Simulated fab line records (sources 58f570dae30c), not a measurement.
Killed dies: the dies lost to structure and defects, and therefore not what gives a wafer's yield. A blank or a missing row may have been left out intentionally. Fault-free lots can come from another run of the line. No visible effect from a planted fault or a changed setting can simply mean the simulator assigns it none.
Struck lot and sound lot, side by side	flow berkeleyCmos170	15 steps out of a route of 331
Sound: these wafers, L993.4, L993.5, L993.6. Wafers struck: L111.1, L111.3, L111.6. The cause is named last.
At each step with rows: each side's tool, then ch and its chambers, then its first start. Under that, the readings that differ: sound wafers	struck wafers	difference of the means	sigmas: that difference in standard deviations of wafers without a fault.
alike: readings whose means differ by less than 2 such deviations, and words and numbers that are the same on both sides. not compared: withheld readings, readings that some wafer has no value for, bounds like >300 that may hide the same value, and numbers for which the record gives no deviation and whose values overlap.
Wherever a step has rows on one side only, a row that says differs or no value, or a row with sigmas, the two part there. Numbers that have no deviation but don't overlap get no sigmas and don't part them. Lack of a reading on every wafer of one side parts them only where that side has two or more wafers.

UCB170_M2_STRIP_19: strips in O2.
  sound on plasmaAsher-01 ch 0,1, day 8 20:22; struck on plasmaAsher-01 ch 0,1, day 11 19:46
  alike: drypumpMotorCurrentA, oesProductAu
  not compared: rfHoursCounterH
UCB170_M2_CD_MEAS_90 targets a cd of 700 nm.
  sound on cdSem-02, day 8 20:29; struck on cdSem-01, day 11 19:52
  alike: cdNm
UCB170_V2_CVD_00: deposits SiO2 from TEOS/O2, target thk 2000 nm, time 250 s.
  sound on pecvd-01 ch 0,1,2, day 8 20:38; struck on pecvd-04 ch 0,2, day 11 19:59
  alike: heaterPowerW, susceptorTempC
UCB170_V2_THK_MEAS_01:
  sound on filmMetro-03, day 8 20:44; struck on filmMetro-04, day 11 20:08
  alike: V2_TEOS_THK
UCB170_V2_CMP_02: polishes SiO2.
  sound on cmp-01 ch 2,3, day 8 20:46; struck on cmp-02 ch 0,2, day 11 20:15
  alike: motorCurrentA
UCB170_V2_BOW_MEAS_03:
  sound on filmMetro-03, day 8 21:10; struck on filmMetro-03, day 11 20:30
  alike: V2_BOW
UCB170_V2_THK_MEAS_04:
  sound on filmMetro-03, day 8 21:16; struck on filmMetro-03, day 11 20:37
  alike: V2_POLISHED_THK
then, 5 steps without rows for these wafers: UCB170_V2_CLEAN_05 (cleans in DIW); UCB170_V2_HMDS_06 (prime time 60 s); UCB170_V2_COAT_07 (resist thk 900 nm); UCB170_V2_SOFTBAKE_08 (time 60 s); UCB170_V2_EXPOSE_09 (exposes mask VIA2, target cd 700 nm).
UCB170_V2_PEB_10:
  sound on lithoTrack-02 ch 0, day 8 22:33; struck on lithoTrack-03 ch 0, day 11 22:25
reading	sound	struck	difference	sigmas
heaterPowerTotalW (W)	56.77 56.75 56.81	57.27 57.29 57.27	+0.50	+10
then, 1 step without rows for these wafers: UCB170_V2_DEVELOP_11 (develop time 45 s).
UCB170_M3_PROBE_99:
  the record holds rows for the sound wafers here (prober-02, day 9 03:41) but none for the struck ones

== WHERE THEY PART ==
At UCB170_V2_PEB_10 first; at UCB170_M3_PROBE_99 last (within this record only).

WHY: what had been put in by the simulator
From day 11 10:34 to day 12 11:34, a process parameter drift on lithoTrack-03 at UCB170_V2_PEB_10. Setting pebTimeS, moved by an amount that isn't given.
